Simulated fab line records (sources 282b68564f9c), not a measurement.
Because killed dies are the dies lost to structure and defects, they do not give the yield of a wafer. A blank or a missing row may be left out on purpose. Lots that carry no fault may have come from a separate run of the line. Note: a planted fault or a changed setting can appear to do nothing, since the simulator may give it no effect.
fab line records	flow ritCmos
[record] lots = 14	wafers = 42	lastDay = 7
route steps=202 shown SPACER@128
lots untouched by any fault: they come from a run of this same line in which no faults occurred
startH: hours from the record's opening day to when the first of the lot's shown wafers began	waitH: hours elapsed since this lot's preceding step	" repeats the value in the row above	L1.1+2: a single row standing in for several wafers	- no value present, or no start provided	* or withheld: withheld	< > ~ a bound
route shown NAME@n: a module of which the file shows steps, and the number in the route of the first	usual: average and standard deviation across the fault-free wafers	same: alike in all rows	chamber/n: place in a boat	sites: readings site by site	_std_site: standard deviation across them	_edge_site: inner sites' mean taken away from outer sites' mean	radiusMm: how far each site lies from the wafer's centre	mask NAME#n: copy n	behind: the tool/chamber that last shaped the wafer	hold: what put the lot on hold/how long, in hours/how the hold closed	device: the n, p or np transistor that did not switch	end of line: the tests these same wafers got at the end of their route	a step without rows: its recipe alone	killed: at the first sort, the dies lost to defects and structure; wafer yield is something else	map: a wafer's dies, x killed, . not, _ none there
set.NAME: the setting the step ran with; set.NAME@STEP: the setting that earlier step ran with	model.NAME: the simulator's own value behind a step, which no gauge read
steps of the route over a sample of lots; a table a step, a row a wafer
services: a tool's chamber out of use, with start hour (startH, from the record's first day; less than 0 if before it), hours out, and reason
[[steps]]
[step RIT_SPACER_CVD_03]
[recipe] material = Si3N4	targetThkNm = 250	tempC = 810	precursor = SiH2Cl2/NH3	timeS = 3300	pressureMtorr = 300	sih2cl2FlowSccm = 60	nh3FlowSccm = 150
[usual] spikeTcCentreC = 812.3/1.4	spikeTcLoadC = 834.0/2.5	spikeTcSourceC = 831.7/2.7	susceptorTempC = 810.1/0.32	zonePowerLoadPct = 21.6/0.63	zonePowerSourcePct = 20.5/1.1
[same] timeS = 3300
lot.wafer	tool	chamber	startH	waitH	spikeTcCentreC	spikeTcLoadC	spikeTcSourceC	susceptorTempC	zonePowerLoadPct	zonePowerSourcePct
L878.1	lpcvd-02	0	44.24	0.1	814.9	833.2	827.9	810.3	20.8	18.5
L878.2	"	0	"	"	813.3	834.6	827.2	810.2	21.0	18.8
L878.5	"	0	"	"	814.2	833.4	824.4	809.8	20.8	18.6
L880.1	lpcvd-01	1	54.08	0.0	810.6	838.1	836.2	809.7	22.4	20.7
L880.4	"	1	"	"	811.9	838.6	834.3	810.6	22.2	21.0
L880.6	"	1	"	"	810.6	836.6	834.0	810.3	22.2	20.5
L881.1	lpcvd-02	1	59.42	0.0	809.2	832.6	828.9	810.6	21.6	21.8
L881.4	"	1	"	"	810.7	832.0	831.9	810.5	21.6	22.0
L881.5	"	1	"	"	812.0	832.1	830.8	810.1	21.7	22.1
L882.1	lpcvd-02	0	65.39	0.0	811.7	833.0	829.2	810.1	20.6	18.7
L882.2	"	0	"	"	812.5	832.2	826.6	810.4	21.1	18.3
L882.6	"	0	"	"	813.3	833.9	827.1	810.2	21.1	18.6
L883.2	lpcvd-01	0	72.98	0.0	814.2	832.6	832.2	810.7	20.9	20.4
L883.4	"	0	"	"	811.0	832.3	832.4	809.9	21.4	20.6
L883.5	"	0	"	"	813.4	831.4	832.5	809.7	20.8	20.6
L884.2	lpcvd-02	0	74.84	0.1	814.3	833.1	826.3	809.9	20.8	18.8
L884.3	"	0	"	"	815.1	833.7	827.4	809.5	20.9	18.5
L884.6	"	0	"	"	814.0	832.5	829.9	810.2	20.7	18.3
L885.1	lpcvd-01	1	79.30	0.0	813.7	837.2	834.3	810.4	22.5	20.9
L885.2	"	1	"	"	811.8	838.0	836.3	810.0	22.3	20.8
L885.6	"	1	"	"	810.8	837.3	836.3	809.8	22.6	20.7
L886.2	lpcvd-02	1	87.19	0.0	811.5	830.4	830.8	809.7	21.5	22.0
L886.4	"	1	"	"	810.5	833.1	829.8	809.7	21.5	22.1
L886.5	"	1	"	"	811.5	833.3	829.7	809.9	22.0	21.8
L887.2	lpcvd-02	1	90.22	0.0	846.4	867.9	865.8	846.8	24.3	24.3
L887.4	"	1	"	"	846.9	868.9	867.2	846.9	24.2	24.4
L887.5	"	1	"	"	846.0	869.0	866.6	846.7	24.1	24.1
L890.1	lpcvd-02	1	103.82	0.0	847.0	869.7	867.3	846.7	24.1	24.5
L890.4	"	1	"	"	847.2	867.8	869.0	846.5	23.7	23.9
L890.5	"	1	"	"	848.0	867.4	866.7	846.5	23.6	24.1
L897.4	lpcvd-01	0	138.26	0.0	813.3	833.3	833.3	810.6	21.2	20.6
L897.5	"	0	"	"	814.1	832.2	831.8	809.4	20.9	20.5
L897.6	"	0	"	"	810.9	833.6	832.5	810.0	21.1	20.6
L898.3	lpcvd-01	0	144.64	0.0	813.8	831.8	832.0	809.9	21.3	20.7
L898.4	"	0	"	"	813.8	833.9	830.3	809.9	21.6	20.7
L898.5	"	0	"	"	813.3	833.5	833.8	809.8	21.4	20.3
L899.1	lpcvd-01	0	148.15	0.0	813.6	832.5	832.2	810.3	21.2	20.5
L899.2	"	0	"	"	814.0	832.3	832.3	809.9	21.4	20.8
L899.5	"	0	"	"	813.0	832.1	833.4	809.7	21.1	20.1
L900.1	lpcvd-01	0	155.60	0.0	813.7	832.6	832.4	809.7	21.3	20.7
L900.3	"	0	"	"	811.6	831.3	832.6	809.6	20.9	20.8
L900.5	"	0	"	"	813.7	831.9	832.2	809.4	21.5	20.4
[step RIT_SPACER_THK_MEAS_04]
[recipe] reads = Si3N4_of_SPACER_CVD_03
[usual] SPACER_NITRIDE_THK = 249.8/2
lot.wafer	tool	chamber	startH	waitH	SPACER_NITRIDE_THK[nm]
L878.1	filmMetro-04	-	47.11	0.0	250.2
L878.2	"	-	"	"	247.8
L878.5	"	-	"	"	248.1
L880.1	filmMetro-01	-	56.00	0.0	249.0
L880.4	"	-	"	"	249.6
L880.6	"	-	"	"	248.7
L881.1	filmMetro-01	-	61.34	0.0	250.7
L881.4	"	-	"	"	251.0
L881.5	"	-	"	"	249.4
L882.1	filmMetro-01	-	67.30	0.0	248.9
L882.2	"	-	"	"	248.4
L882.6	"	-	"	"	248.5
L883.2	filmMetro-03	-	74.91	0.0	252.4
L883.4	"	-	"	"	251.7
L883.5	"	-	"	"	249.7
L884.2	filmMetro-03	-	76.76	0.0	250.5
L884.3	"	-	"	"	251.1
L884.6	"	-	"	"	249.3
L885.1	filmMetro-04	-	81.22	0.0	249.5
L885.2	"	-	"	"	251.2
L885.6	"	-	"	"	250.4
L886.2	filmMetro-03	-	89.12	0.0	250.9
L886.4	"	-	"	"	251.9
L886.5	"	-	"	"	251.1
L887.2	filmMetro-04	-	92.15	0.0	421.6
L887.4	"	-	"	"	424.0
L887.5	"	-	"	"	424.4
L890.1	filmMetro-04	-	105.73	0.0	418.0
L890.4	"	-	"	"	418.4
L890.5	"	-	"	"	418.5
L897.4	filmMetro-01	-	140.21	0.0	246.1
L897.5	"	-	"	"	244.7
L897.6	"	-	"	"	246.2
L898.3	filmMetro-04	-	146.57	0.0	252.6
L898.4	"	-	"	"	250.6
L898.5	"	-	"	"	253.0
L899.1	filmMetro-03	-	150.07	0.0	251.6
L899.2	"	-	"	"	249.4
L899.5	"	-	"	"	252.2
L900.1	filmMetro-03	-	157.52	0.0	248.1
L900.3	"	-	"	"	250.5
L900.5	"	-	"	"	249.2
[step RIT_SPACER_ETCHBACK_05]
[recipe] targetDepthA = 2500	SF6_flow_sccm = 30	CHF3_flow_sccm = 30	target = Si3N4	chemistry = SF6/CHF3	pressureMtorr = 40	rfW = 250	timeS = 240	stopOn = SiO2
[usual] drypumpMotorCurrentA = 5.7/0.5	oesProductAu = 0.844/0.014	rfFwdPowerW = 249.3/0.85	throttleValvePct = 10.22/0.15
[same] timeS = 240
lot.wafer	tool	chamber	startH	waitH	drypumpMotorCurrentA	oesProductAu	rfFwdPowerW	rfHoursCounterH	throttleValvePct
L878.1	rieDiel-01	3	47.17	0.1	6.0	0.865	250.1	147	10.25
L878.2	"	2	"	"	6.3	0.836	249.8	136	10.06
L878.5	"	1	"	"	6.0	0.856	249.2	-	10.04
L880.1	rieDiel-02	0	56.06	0.1	4.9	0.826	249.5	3	10.22
L880.4	"	3	"	"	4.9	0.841	248.9	3	10.15
L880.6	"	3	"	"	4.9	0.841	248.7	-	10.16
L881.1	rieDiel-01	1	61.40	0.1	6.0	0.860	249.8	142	10.02
L881.4	"	3	"	"	6.1	0.870	249.9	148	10.27
L881.5	"	0	"	"	5.7	0.844	248.9	-	10.15
L882.1	rieDiel-03	0	67.36	0.1	6.3	0.829	249.8	73	10.08
L882.2	"	2	"	"	4.9	0.822	250.2	35	10.20
L882.6	"	0	"	"	6.3	0.823	250.0	-	10.09
L883.2	rieDiel-03	1	74.96	0.0	5.4	0.850	248.5	159	10.58
L883.4	"	1	"	"	5.4	0.840	249.6	-	10.57
L883.5	"	3	"	"	5.9	0.841	250.2	-	10.34
L884.2	rieDiel-01	0	76.81	0.0	5.7	0.845	250.4	6	10.17
L884.3	"	3	"	"	6.1	0.861	249.5	148	10.25
L884.6	"	1	"	"	6.0	0.864	250.4	-	10.00
L885.1	rieDiel-03	1	81.28	0.1	5.5	0.842	249.2	159	10.55
L885.2	"	0	"	"	6.4	0.838	249.1	73	10.09
L885.6	"	0	"	"	6.3	0.834	248.0	-	10.09
L886.2	rieDiel-02	3	89.17	0.0	4.9	0.840	248.8	4	10.16
L886.4	"	3	"	"	4.9	0.842	248.5	-	10.17
L886.5	"	3	"	"	4.9	0.841	249.1	-	10.16
L887.2	rieDiel-01	2	92.20	0.0	6.3	1.004	249.4	137	10.12
L887.4	"	1	"	"	6.0	1.034	248.7	142	10.07
L887.5	"	2	"	"	6.2	1.013	249.8	-	10.12
L890.1	rieDiel-02	1	105.79	0.1	5.6	1.023	249.1	0	10.31
L890.4	"	3	"	"	4.9	0.988	248.4	4	10.20
L890.5	"	1	"	"	5.5	1.014	250.9	-	10.31
L897.4	rieDiel-03	3	140.24	0.0	5.9	0.834	249.5	43	10.32
L897.5	"	2	"	"	4.9	0.824	249.2	-	10.17
L897.6	"	1	"	"	5.5	0.846	248.6	-	10.54
L898.3	rieDiel-01	2	146.61	0.0	6.3	0.849	248.4	138	10.05
L898.4	"	3	"	"	6.1	0.869	250.1	149	10.25
L898.5	"	3	"	"	6.1	0.867	250.0	-	10.25
L899.1	rieDiel-03	3	150.13	0.1	5.9	0.846	250.7	43	10.32
L899.2	"	1	"	"	5.5	0.845	248.5	1	10.58
L899.5	"	3	"	"	5.9	0.842	250.5	-	10.31
L900.1	rieDiel-03	0	157.58	0.1	6.4	0.836	250.5	75	10.08
L900.3	"	1	"	"	5.5	0.857	248.9	1	10.56
L900.5	"	1	"	"	5.4	0.852	247.8	-	10.56
[[services]]
tool	chamber	startH	hours	kind
rieDiel-01	2	55.12	5.9	repair
rieDiel-02	1	62.13	7.9	repair
rieDiel-02	1	70.61	-	clean
rieDiel-02	1	70.61	32.2	scheduledDown
rieDiel-02	1	70.61	32.2	ventCycle
rieDiel-03	2	70.81	8.4	repair
rieDiel-02	2	84.52	5.5	repair
rieDiel-03	1	103.61	-	clean
rieDiel-03	1	103.61	20.3	scheduledDown
rieDiel-03	1	103.61	20.3	ventCycle
rieDiel-02	2	127.60	4.6	repair
rieDiel-01	3	134.24	3.2	repair
rieDiel-01	3	152.21	-	clean
rieDiel-01	3	152.21	17.0	scheduledDown
rieDiel-01	3	152.21	17.0	ventCycle
[[key]]
[firstSign] step = RIT_SPACER_CVD_03	reading = susceptorTempC	direction = up	sigmas = 99+	usual = *	struck = *
[effect] step = RIT_SPACER_CVD_03	reading = spikeTcCentreC	direction = up	sigmas = 24	usual = 812.3	struck = 846.9
[effect] step = RIT_SPACER_THK_MEAS_04	reading = SPACER_NITRIDE_THK	direction = up	sigmas = 86	usual = 249.8	struck = 420.8
[effect] step = RIT_SPACER_ETCHBACK_05	reading = oesProductAu	direction = up	sigmas = 12	usual = 0.844	struck = 1.012
metAt RIT_SPACER_CVD_03
struckLots L887,L890
struckWafers L887.2,L887.4,L887.5,L890.1,L890.4,L890.5
laterRowsLeftOut L887.2,L887.4,L887.5,L890.1,L890.4,L890.5
sortLeftOut L887.2,L887.4,L887.5,L890.1,L890.4,L890.5
testerLeftOut L887,L890
[fault] kind = processParameterDrift	tool = lpcvd-02	chamber = 1	onsetH = 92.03	steps = RIT_SPACER_CVD_03	channel = tempC	offset = *	shape = step	endH = 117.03	actsIn = *	stated = *
// testerLeftOut: of these lots the tester's yield and bins aren't shown, on N5 and GAA mostly nor the transistor test; their killed dies are dies lost to structure and defects alone, not to doping, threshold or leakage, so they don't give the yield
// sortLeftOut: the simulated sort isn't trusted on such a fault, so these wafers' sort isn't shown, and their yield isn't known
// laterRowsLeftOut: the simulator's readings of these wafers behind a module that went badly wrong aren't trusted and aren't shown, but for the sort
